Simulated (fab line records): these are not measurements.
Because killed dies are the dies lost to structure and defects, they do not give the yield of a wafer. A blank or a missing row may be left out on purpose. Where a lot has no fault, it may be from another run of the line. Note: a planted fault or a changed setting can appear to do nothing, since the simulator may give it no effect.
fab line records ; flow berkeley_cmos170
record: lots: 12; wafers: 36; last_day: 12
route steps=331 shown M1@250
lots with no fault: from the same line, run without faults
start_h: hours from the record's opening day to when the first of the lot's shown wafers began ; wait_h: hours since the lot's step before ; " identical to the entry in the row above ; L1.1+2: one row covering several wafers at once ; - value missing, or start not given ; * or withheld: withheld ; < > ~ a bound
route shown NAME@n: a module of which the file shows steps, and the number in the route of the first ; usual: mean and standard deviation over wafers with no fault ; same: alike in all rows ; chamber/n: place in a boat ; sites: the reading at each site ; _std_site: their standard deviation ; _edge_site: the outer-site mean with the inner-site mean subtracted ; radius_mm: for every site, how far away it sits from the centre of the wafer ; mask NAME#n: copy n ; behind: the last tool/chamber to shape the wafer ; hold: what put the lot on hold/how long, in hours/how the hold closed ; device: names the non-switching transistor (n, p or np) ; end of line: the same wafers' tests at the end of the route ; a step with no rows: only its recipe ; killed: the dies lost at the first sort to structure and to defects; this is not the yield of the wafer ; map: a wafer's dies, marking killed ones x, the rest . and places with no die _
set.NAME: the setting the step ran with; set.NAME@STEP: the setting that earlier step ran with ; model.NAME: the simulator's own value behind a step, which no gauge read
steps of the route over a sample of lots; a table a step, a row a wafer
services: a tool's chamber out of use, with start hour (start_h, from the record's first day; less than 0 if before it), hours out, and reason
== steps ==
step: UCB170_M1_METAL_ETCH_12
recipe: chemistry: Cl2/BCl3; target: Al; stop_on: PSG; pressure_mtorr: 12; target_depth_a: 7800; over_etch_frac: 0.3; time_s: 130; icp_w: 600; bias_w: 120; Cl2_flow_sccm: 90; bcl3_flow_sccm: 45
usual: drypump_motor_current_A: 5.8/0.57; he_backside_leak_sccm: 3.50/0.27; oes_product_au: 0.859/0.014; rf_fwd_power_W: 597.2/1.8; throttle_valve_pct: 24.19/0.11
lot.wafer;tool;chamber;start_h;wait_h;drypump_motor_current_A;he_backside_leak_sccm;oes_product_au;rf_fwd_power_W;rf_hours_counter_h;throttle_valve_pct
L529.3;rie_metal-03;0;144.56;-;6.1;3.81;0.852;598.9;-;24.07
L529.4;rie_metal-03;1;144.56;-;6.0;3.43;0.882;593.0;-;24.09
L529.5;rie_metal-03;0;144.56;-;6.1;3.55;0.851;596.8;-;24.09
L528.1;rie_metal-02;0;145.71;-;6.4;5.26;0.850;596.5;4.7;24.24
L528.2;rie_metal-02;1;145.71;-;4.9;3.34;0.860;597.2;8.6;24.33
L528.4;rie_metal-02;1;145.71;-;4.9;3.47;0.859;596.4;-;24.32
L530.1;rie_metal-03;1;148.48;-;6.0;3.37;0.875;598.3;4.2;24.10
L530.3;rie_metal-03;1;148.48;-;6.1;3.25;0.886;598.5;-;24.11
L530.4;rie_metal-03;0;148.48;-;6.1;3.59;0.852;596.7;-;24.08
L531.1;rie_metal-02;0;149.35;-;6.3;3.45;0.855;599.5;4.8;24.23
L531.3;rie_metal-02;0;149.35;-;6.3;3.53;0.854;598.2;-;24.24
L531.6;rie_metal-02;1;149.35;-;4.9;3.58;0.857;596.6;-;24.32
L533.1;rie_metal-03;0;160.65;-;6.1;3.36;0.866;598.5;9.1;24.09
L533.4;rie_metal-03;0;160.65;-;6.1;3.50;0.858;596.9;-;24.08
L533.6;rie_metal-03;1;160.65;-;6.0;3.43;0.884;596.1;-;24.09
L538.1;rie_metal-03;1;191.75;-;6.0;3.60;0.884;599.7;5.5;24.10
L538.3;rie_metal-03;1;191.75;-;6.1;3.49;0.880;598.3;-;24.09
L538.5;rie_metal-03;0;191.75;-;6.1;3.85;0.856;597.8;-;24.09
L542.2;rie_metal-03;0;218.03;-;6.1;3.79;0.857;596.0;10.5;24.08
L542.3;rie_metal-03;0;218.03;-;6.1;3.61;0.857;599.5;-;24.08
L542.4;rie_metal-03;1;218.03;-;6.1;3.52;0.813;359.5;-;24.13
L544.2;rie_metal-02;0;218.16;-;6.3;3.53;0.853;600.5;6.4;24.27
L544.4;rie_metal-02;1;218.16;-;4.9;3.45;0.854;597.2;-;24.33
L544.6;rie_metal-02;1;218.16;-;4.9;3.24;0.855;597.0;-;24.32
L545.1;rie_metal-02;1;221.46;-;4.9;3.56;0.857;595.9;10.6;24.33
L545.2;rie_metal-02;0;221.46;-;6.4;3.46;0.838;599.3;6.5;24.26
L545.4;rie_metal-02;0;221.46;-;6.3;3.43;0.841;599.4;-;24.25
L547.2;rie_metal-02;1;242.56;-;4.9;3.43;0.852;600.0;11.0;24.32
L547.4;rie_metal-02;1;242.56;-;4.9;5.15;0.868;599.0;-;24.32
L547.6;rie_metal-02;0;242.56;-;6.4;3.42;0.861;596.1;-;24.26
L549.1;rie_metal-02;1;248.64;-;4.9;3.57;0.859;598.4;11.1;24.31
L549.3;rie_metal-02;1;248.64;-;4.9;3.15;0.860;600.0;-;24.31
L549.5;rie_metal-02;0;248.64;-;6.4;3.38;0.856;598.7;-;24.24
L551.2;rie_metal-01;1;266.32;-;5.8;3.13;0.853;598.5;9.0;24.12
L551.4;rie_metal-01;1;266.32;-;5.8;3.12;0.861;594.0;-;24.12
L551.5;rie_metal-01;0;266.32;-;4.8;3.25;0.840;597.1;-;24.38
step: UCB170_M1_CD_MEAS_90
recipe: target_cd_nm: 700
usual: cd_nm: 700.7/2.3
lot.wafer;tool;chamber;start_h;wait_h;cd_nm
L529.3;cd_sem-01;-;144.79;0.1;702.5
L529.4;cd_sem-01;-;144.79;0.1;703.9
L529.5;cd_sem-01;-;144.79;0.1;702.2
L528.1;cd_sem-01;-;145.94;0.1;701.5
L528.2;cd_sem-01;-;145.94;0.1;700.4
L528.4;cd_sem-01;-;145.94;0.1;701.7
L530.1;cd_sem-02;-;148.71;0.1;700.5
L530.3;cd_sem-02;-;148.71;0.1;701.5
L530.4;cd_sem-02;-;148.71;0.1;699.7
L531.1;cd_sem-02;-;149.63;0.1;700.5
L531.3;cd_sem-02;-;149.63;0.1;699.6
L531.6;cd_sem-02;-;149.63;0.1;702.3
L533.1;cd_sem-01;-;160.91;0.1;701.7
L533.4;cd_sem-01;-;160.91;0.1;700.9
L533.6;cd_sem-01;-;160.91;0.1;700.5
L538.1;cd_sem-02;-;191.98;0.1;698.8
L538.3;cd_sem-02;-;191.98;0.1;698.5
L538.5;cd_sem-02;-;191.98;0.1;698.7
L542.2;cd_sem-01;-;218.29;0.1;701.9
L542.3;cd_sem-01;-;218.29;0.1;699.7
L542.4;cd_sem-01;-;218.29;0.1;712.5
L544.2;cd_sem-02;-;218.42;0.1;700.6
L544.4;cd_sem-02;-;218.42;0.1;699.8
L544.6;cd_sem-02;-;218.42;0.1;699.9
L545.1;cd_sem-01;-;221.70;0.1;701.8
L545.2;cd_sem-01;-;221.70;0.1;703.4
L545.4;cd_sem-01;-;221.70;0.1;702.2
L547.2;cd_sem-02;-;242.93;0.2;704.6
L547.4;cd_sem-02;-;242.93;0.2;703.8
L547.6;cd_sem-02;-;242.93;0.2;703.3
L549.1;cd_sem-01;-;248.87;0.1;700.5
L549.3;cd_sem-01;-;248.87;0.1;702.5
L549.5;cd_sem-01;-;248.87;0.1;700.3
L551.2;cd_sem-02;-;266.57;0.1;702.7
L551.4;cd_sem-02;-;266.57;0.1;702.2
L551.5;cd_sem-02;-;266.57;0.1;702.1
== services ==
tool;chamber;start_h;hours;kind
rie_metal-03;-;121.68;1.7;repair
rie_metal-02;-;266.16;10.0;pm
== key ==
first_sign: step: UCB170_M1_METAL_ETCH_12; reading: rf_fwd_power_W; direction: down; sigmas: 99+; usual: 597.2; struck: 359.5
effect: step: UCB170_M1_METAL_ETCH_12; reading: oes_product_au; direction: down; sigmas: 3.2; usual: 0.859; struck: 0.813
effect: step: UCB170_M1_CD_MEAS_90; reading: cd_nm; direction: up; sigmas: 5.2; usual: 700.7; struck: 712.5
met_at UCB170_M1_METAL_ETCH_12
struck_lots L542
struck_wafers L542.4
later_rows_left_out L542.4
sort_left_out L542.4
onset_between 191.75 218.03
fault: kind: process_parameter_drift; tool: rie_metal-03; chamber: 1; onset_h: 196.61; steps: UCB170_M1_METAL_ETCH_12; channel: icp_w; offset: -240; shape: step; end_h: 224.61; acts_in: these_recipes_only; stated: 600
sort_left_out: the simulated sort isn't trusted on such a fault, so these wafers' sort isn't shown, and their yield isn't known
later_rows_left_out: the simulator's readings of these wafers behind a module that went badly wrong aren't trusted and aren't shown, but for the sort
